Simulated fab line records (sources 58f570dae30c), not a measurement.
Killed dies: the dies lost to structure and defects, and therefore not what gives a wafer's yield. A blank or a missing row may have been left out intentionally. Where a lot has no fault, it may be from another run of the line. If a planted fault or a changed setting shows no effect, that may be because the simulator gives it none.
Which tool was responsible? + flow berkeley-cmos170 + 13 lots, 39 wafers sampled, at 1 step of a route of 331

## WHAT THE GAUGES SHOWED, per wafer
The record holds no reading of a measuring or inspecting step that can be judged against a usual standard deviation.

## TOOL THAT RAN EACH LOT (tool first, then ch and the chambers of the sampled wafers, then the start)
| lot  | UCB170_PWELL_ETCH_14              |
|------|-----------------------------------|
| L179 | rie-diel-04 ch 1,2,3, day 3 07:14 |
| L180 | rie-diel-04 ch 1,3, day 3 08:45   |
| L181 | rie-diel-02 ch 0,1, day 3 16:42   |
| L182 | rie-diel-01 ch 2,3, day 3 20:20   |
| L183 | rie-diel-02 ch 0,2,3, day 4 01:34 |
| L185 | rie-diel-01 ch 0,2,3, day 4 15:58 |
| L190 | rie-diel-01 ch 0,3, day 5 10:05   |
| L194 | rie-diel-04 ch 1,2,3, day 6 01:05 |
| L193 | rie-diel-02 ch 0,1,3, day 6 09:53 |
| L198 | rie-diel-04 ch 1,2,3, day 7 02:06 |
| L197 | rie-diel-04 ch 0,2,3, day 7 05:31 |
| L200 | rie-diel-04 ch 0,1,2, day 7 14:57 |
| L201 | rie-diel-01 ch 0,1, day 7 15:13   |
- UCB170_PWELL_ETCH_14: etches Si3N4 in CH3F/Ar/O2, stops on SiO2, target depth 242 nm, time 155 s.

## WHAT THE TOOLS THEMSELVES READ (means of the sampled wafers that have a number; where no wafer has one, the mark that the record gives instead)
UCB170_PWELL_ETCH_14. Usual: drypump-motor-current-A 5.8 A, standard deviation 0.36; oes-product-au 0.942 a.u., standard deviation 0.014; throttle-valve-pct 8.07 %, standard deviation 0.17.
| lot  | tool        | drypump-motor-current-A (A) | oes-product-au (a.u.) | throttle-valve-pct (%) | flag |
|------|-------------|-----------------------------|-----------------------|------------------------|------|
| L179 | rie-diel-04 | 5.7                         | 0.955                 | 8.13                   |      |
| L180 | rie-diel-04 | 5.5                         | 0.958                 | 8.11                   |      |
| L181 | rie-diel-02 | 5.9                         | 0.935                 | 8.07                   |      |
| L182 | rie-diel-01 | 5.5                         | 0.932                 | 7.90                   |      |
| L183 | rie-diel-02 | 5.7                         | 0.948                 | 7.99                   |      |
| L185 | rie-diel-01 | 5.5                         | 0.937                 | 8.00                   |      |
| L190 | rie-diel-01 | 5.5                         | 0.928                 | 8.06                   |      |
| L194 | rie-diel-04 | 5.7                         | 0.958                 | 8.15                   |      |
| L193 | rie-diel-02 | 5.7                         | 0.908                 | 8.07                   |      |
| L198 | rie-diel-04 | 5.7                         | 0.944                 | 8.14                   |      |
| L197 | rie-diel-04 | 5.8                         | 0.952                 | 8.22                   |      |
| L200 | rie-diel-04 | 5.9                         | 0.932                 | 8.19                   |      |
| L201 | rie-diel-01 | 5.9                         | 0.928                 | 8.17                   |      |

## THE ANSWER, worked out from the rows above alone
Rule: lot off if the mean of its wafers having a number is beyond 3 standard deviations from the usual mean. A lot without any number at a reading at which 4 lots or more have one is off too. Where the step has rows for the other lots, those lots are counted as sound. The gauges are gone through in route order, then the tools' own readings, and for those a lot's mean is taken as printed above. The first step at which some lot is off is used, and at that step the reading that is off furthest; a lot without a number counts as furthest.
No lot is off on any of the readings shown, so nothing can be concluded from this.

## WHAT THE SIMULATOR HAD PUT IN
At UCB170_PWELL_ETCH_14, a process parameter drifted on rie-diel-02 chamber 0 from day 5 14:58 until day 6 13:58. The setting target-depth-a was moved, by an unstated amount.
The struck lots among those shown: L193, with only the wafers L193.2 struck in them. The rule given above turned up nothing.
